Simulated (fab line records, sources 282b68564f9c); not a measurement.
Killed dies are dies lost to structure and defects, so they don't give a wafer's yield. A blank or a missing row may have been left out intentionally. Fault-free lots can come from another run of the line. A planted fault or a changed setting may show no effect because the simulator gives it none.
Which of the tools did it? / flow rit cmos / Sampling: 12 lots, 36 wafers, 3 of 202 route steps

## WHAT THE GAUGES READ, wafer by wafer
RIT_PWELL_TW_MEAS_10. Usual: PWELL_TW 953, standard deviation 9.5.
lot=L850; measured=day 2 01:21; on=film metro-02; PWELL_TW=945 952 949; flag=
lot=L851; measured=day 2 05:07; on=film metro-02; PWELL_TW=945 945 946; flag=
lot=L852; measured=day 2 10:04; on=film metro-04; PWELL_TW=962 964 960; flag=
lot=L853; measured=day 2 15:10; on=film metro-02; PWELL_TW=945 944 941; flag=
lot=L854; measured=day 2 19:00; on=film metro-04; PWELL_TW=966 968 965; flag=
lot=L855; measured=day 3 03:42; on=film metro-04; PWELL_TW=968 970 966; flag=
lot=L856; measured=day 3 06:34; on=film metro-04; PWELL_TW=961 966 969; flag=
lot=L857; measured=day 3 12:30; on=film metro-01; PWELL_TW=950 945 947; flag=
lot=L860; measured=day 4 01:37; on=film metro-02; PWELL_TW=1874 1876 1870; flag=OFF
lot=L861; measured=day 4 06:41; on=film metro-02; PWELL_TW=1879 1866 1868; flag=OFF
lot=L862; measured=day 4 15:01; on=film metro-04; PWELL_TW=1903 1896 1897; flag=OFF
lot=L863; measured=day 4 18:49; on=film metro-02; PWELL_TW=1872 1863 1882; flag=OFF

RIT_WELLDRIVE_RS_MEAS_02: a four-point-probe measurement. Usual: PWELL_RS 429.6 ohm/sq, standard deviation 1.4.
lot=L850; measured=day 2 07:07; on=film metro-04; PWELL_RS (ohm/sq)=428.6 428.4 429.2; flag=
lot=L851; measured=day 2 10:23; on=film metro-01; PWELL_RS (ohm/sq)=432.8 431.7 429.8; flag=
lot=L852; measured=day 2 15:31; on=film metro-01; PWELL_RS (ohm/sq)=430.6 428.7 430.2; flag=
lot=L853; measured=day 2 21:00; on=film metro-04; PWELL_RS (ohm/sq)=430.4 430.2 430.0; flag=
lot=L854; measured=day 3 02:05; on=film metro-02; PWELL_RS (ohm/sq)=430.3 429.8 428.8; flag=
lot=L855; measured=day 3 08:59; on=film metro-01; PWELL_RS (ohm/sq)=428.4 430.1 430.2; flag=
lot=L856; measured=day 3 14:01; on=film metro-02; PWELL_RS (ohm/sq)=428.9 429.1 428.2; flag=
lot=L857; measured=day 3 18:51; on=film metro-04; PWELL_RS (ohm/sq)=431.3 429.7 430.6; flag=
lot=L860; measured=day 4 09:28; on=film metro-02; PWELL_RS (ohm/sq)=464.3 465.2 464.4; flag=OFF
lot=L861; measured=day 4 12:50; on=film metro-02; PWELL_RS (ohm/sq)=461.8 462.9 463.2; flag=OFF
lot=L862; measured=day 4 20:19; on=film metro-04; PWELL_RS (ohm/sq)=463.7 463.5 465.5; flag=OFF
lot=L863; measured=day 5 01:18; on=film metro-02; PWELL_RS (ohm/sq)=464.5 464.8 465.4; flag=OFF

## WHICH TOOL RAN EACH LOT (tool, then ch and the chambers of the sampled wafers, then the start)
lot=L850; RIT_PWELL_IMPLANT_08=implanter-01 ch 0, day 2 01:02
lot=L851; RIT_PWELL_IMPLANT_08=implanter-01 ch 0, day 2 04:48
lot=L852; RIT_PWELL_IMPLANT_08=implanter-04 ch 0, day 2 09:47
lot=L853; RIT_PWELL_IMPLANT_08=implanter-03 ch 0, day 2 14:50
lot=L854; RIT_PWELL_IMPLANT_08=implanter-04 ch 0, day 2 18:41
lot=L855; RIT_PWELL_IMPLANT_08=implanter-03 ch 0, day 3 03:25
lot=L856; RIT_PWELL_IMPLANT_08=implanter-04 ch 0, day 3 06:14
lot=L857; RIT_PWELL_IMPLANT_08=implanter-03 ch 0, day 3 12:11
lot=L860; RIT_PWELL_IMPLANT_08=implanter-04 ch 0, day 4 01:18
lot=L861; RIT_PWELL_IMPLANT_08=implanter-01 ch 0, day 4 06:21
lot=L862; RIT_PWELL_IMPLANT_08=implanter-04 ch 0, day 4 14:43
lot=L863; RIT_PWELL_IMPLANT_08=implanter-01 ch 0, day 4 18:29
- RIT_PWELL_IMPLANT_08

## AS READ BY THE TOOLS THEMSELVES (means over the sampled wafers that have a number; for cases with no such wafer, the mark the record gives instead)
RIT_PWELL_IMPLANT_08. Usual: beam energy keV at 170.00, with a standard deviation of 0.06.
lot=L850; tool=implanter-01; beam energy keV=169.92; flag=
lot=L851; tool=implanter-01; beam energy keV=169.99; flag=
lot=L852; tool=implanter-04; beam energy keV=169.96; flag=
lot=L853; tool=implanter-03; beam energy keV=169.99; flag=
lot=L854; tool=implanter-04; beam energy keV=170.06; flag=
lot=L855; tool=implanter-03; beam energy keV=170.02; flag=
lot=L856; tool=implanter-04; beam energy keV=170.06; flag=
lot=L857; tool=implanter-03; beam energy keV=170.01; flag=
lot=L860; tool=implanter-04; beam energy keV=170.02; flag=
lot=L861; tool=implanter-01; beam energy keV=170.04; flag=
lot=L862; tool=implanter-04; beam energy keV=169.91; flag=
lot=L863; tool=implanter-01; beam energy keV=169.96; flag=

## THE ANSWER, worked out from the rows above alone
Rule: a lot counts as off when the mean over its wafers that have a number is more than 3 standard deviations away from the usual mean. Also off: a lot with no number at a reading for which 4 or more lots have one. Where the step has rows for the other lots, those lots are counted as sound. The gauges are gone through in route order, then the tools' own readings, and for those a lot's mean is taken as printed above. At the first step where some lot is off, the reading lying furthest off is the one used; lots without a number count as furthest.
Off: at RIT_PWELL_TW_MEAS_10 (PWELL_TW), L860, L861, L862, L863.
If a tool, at a process step before that reading, ran all the lots that are off and no sound lot after the first of them, it fits. Gauges at RIT_PWELL_TW_MEAS_10: tried the same way as those tools. Of those tried, none fits.

## WHAT THE SIMULATOR HAD PUT IN
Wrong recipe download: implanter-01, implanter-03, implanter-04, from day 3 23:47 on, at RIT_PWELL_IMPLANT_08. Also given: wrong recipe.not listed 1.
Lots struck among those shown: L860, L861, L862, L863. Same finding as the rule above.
